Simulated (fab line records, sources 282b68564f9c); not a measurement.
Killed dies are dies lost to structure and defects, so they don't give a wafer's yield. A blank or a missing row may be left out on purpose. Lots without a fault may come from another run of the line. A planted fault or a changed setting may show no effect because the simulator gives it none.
Split-lot experiment | flow rit_cmos | 5 lots, 23 wafers read, on a route of 202 steps

THE SPLIT
At RIT_SILICIDE_SPUTTER_01 (material Ti, target thk 30 nm, time 240 s), the setting time_s was moved away from the recipe's 240 s on 5 of the 23 wafers read, by -12.8% to -7.0%. The other wafers ran this setting at the recipe's value.

FROM THE SPLIT TO THE READING: what the file shows between them, 1 step
- RIT_SILICIDE_RS_MEAS_02: measures by four-point-probe

THE READING
SILICIDE_TI_THK, in nm, at RIT_SILICIDE_THK_MEAS_03 (measures by xrf). Fault-free wafers of this fab line usually give 30.1 nm, standard deviation 0.31 nm.

wafer  | tool, chamber at the split | time_s as run, s | against the recipe | SILICIDE_TI_THK, nm | against lot-mates on the recipe
L074.3 | pvd_sputter-04, -          | 240              | recipe             | 30.1                | -
L074.4 | pvd_sputter-04, -          | 240              | recipe             | 30.1                | -
L074.5 | pvd_sputter-04, -          | 240              | recipe             | 30.1                | -
L077.1 | pvd_sputter-03, -          | 240              | recipe             | 29.9                | -
L077.2 | pvd_sputter-03, -          | 240              | recipe             | 29.7                | -
L077.3 | pvd_sputter-03, -          | 240              | recipe             | 29.5                | -
L077.4 | pvd_sputter-03, -          | 240              | recipe             | 29.3                | -
L077.6 | pvd_sputter-03, -          | 240              | recipe             | 29.8                | -
L078.2 | pvd_sputter-04, -          | 223.2            | -7.0%              | 28.3                | -2.1
L078.3 | pvd_sputter-04, -          | 240              | recipe             | 30.4                | -
L078.4 | pvd_sputter-04, -          | 223.2            | -7.0%              | 28.4                | -2.0
L078.5 | pvd_sputter-04, -          | 240              | recipe             | 30.5                | -
L078.6 | pvd_sputter-04, -          | 240              | recipe             | 30.3                | -
L080.1 | pvd_sputter-03, -          | 240              | recipe             | 30.8                | -
L080.2 | pvd_sputter-03, -          | 240              | recipe             | 30.5                | -
L080.3 | pvd_sputter-03, -          | 240              | recipe             | 30.3                | -
L080.4 | pvd_sputter-03, -          | 240              | recipe             | 30.5                | -
L080.5 | pvd_sputter-03, -          | 240              | recipe             | 30.0                | -
L083.1 | pvd_sputter-04, -          | 209.2            | -12.8%             | 26.5                | -3.9
L083.2 | pvd_sputter-04, -          | 240              | recipe             | 30.4                | -
L083.3 | pvd_sputter-04, -          | 209.2            | -12.8%             | 26.7                | -3.7
L083.5 | pvd_sputter-04, -          | 209.2            | -12.8%             | 26.7                | -3.7
L083.6 | pvd_sputter-04, -          | 240              | recipe             | 30.4                | -

THE FIT
A straight line over all 23 wafers: SILICIDE_TI_THK changes by +0.271 nm for each +1% of time_s; r = +0.96; the points scatter about the line by 0.35 nm.
The same after taking each lot's own level away (the mean of its wafers on the recipe; 23 wafers): +0.293 nm for each +1%; r = +0.99; scatter 0.17 nm.
On that fit, the largest move of time_s shifts the reading by 3.8 nm.
The lots' own levels span 29.64 to 30.42 nm, that is 2.5 times the standard deviation above.
So the lot-to-lot level changes the slope little: the two slopes agree.
Check: with one of the wafers moved furthest among these (-12.8%) left out of the fit, the line predicts -3.71 nm for it against its lot-mates. It came out at -3.9 nm against them.

OTHER SPLITS ON THESE WAFERS
These wafers also went through other splits before the reading. Each is held against what the fit with the lots' levels taken away leaves over:
other split on the same wafers | wafers away from the commonest value | r with SILICIDE_TI_THK (lot level and that fit taken away)
RIT_GATE_ETCH_19 rf_w          | 11                                   | -0.31
RIT_NLDD_COAT_01 spin_rpm      | 9                                    | +0.20
RIT_NLDD_HARDBAKE_07 temp_c    | 11                                   | -0.20
RIT_PLDD_IMPLANT_08 energy_kev | 10                                   | -0.28
RIT_PSD_COAT_01 spin_rpm       | 5                                    | +0.09
RIT_PSD_IMPLANT_08 dose_cm2    | 6                                    | -0.21

THE WHOLE CHAIN: every reading that the file lists as answering this split, in the file's order
step                     | what it does                              | reading                                                                           | change (the file's fit)               | r (the file's)
RIT_SILICIDE_SPUTTER_01  | material Ti, target thk 30 nm, time 240 s | Ti_of_SILICIDE_SPUTTER_01.thk_nm (the simulator's own value, which no gauge read) | +0.299 nm for each +1% of the setting | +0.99
RIT_SILICIDE_RS_MEAS_02  | measures by four-point-probe              | SILICIDE_TI_RS                                                                    | -0.663 for each +1% of the setting    | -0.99
RIT_SILICIDE_THK_MEAS_03 | measures by xrf                           | SILICIDE_TI_THK                                                                   | +0.293 for each +1% of the setting    | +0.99

THE FILE'S OWN FIT
SILICIDE_TI_THK changes by +0.293 nm for each +1% of time_s, r = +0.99.
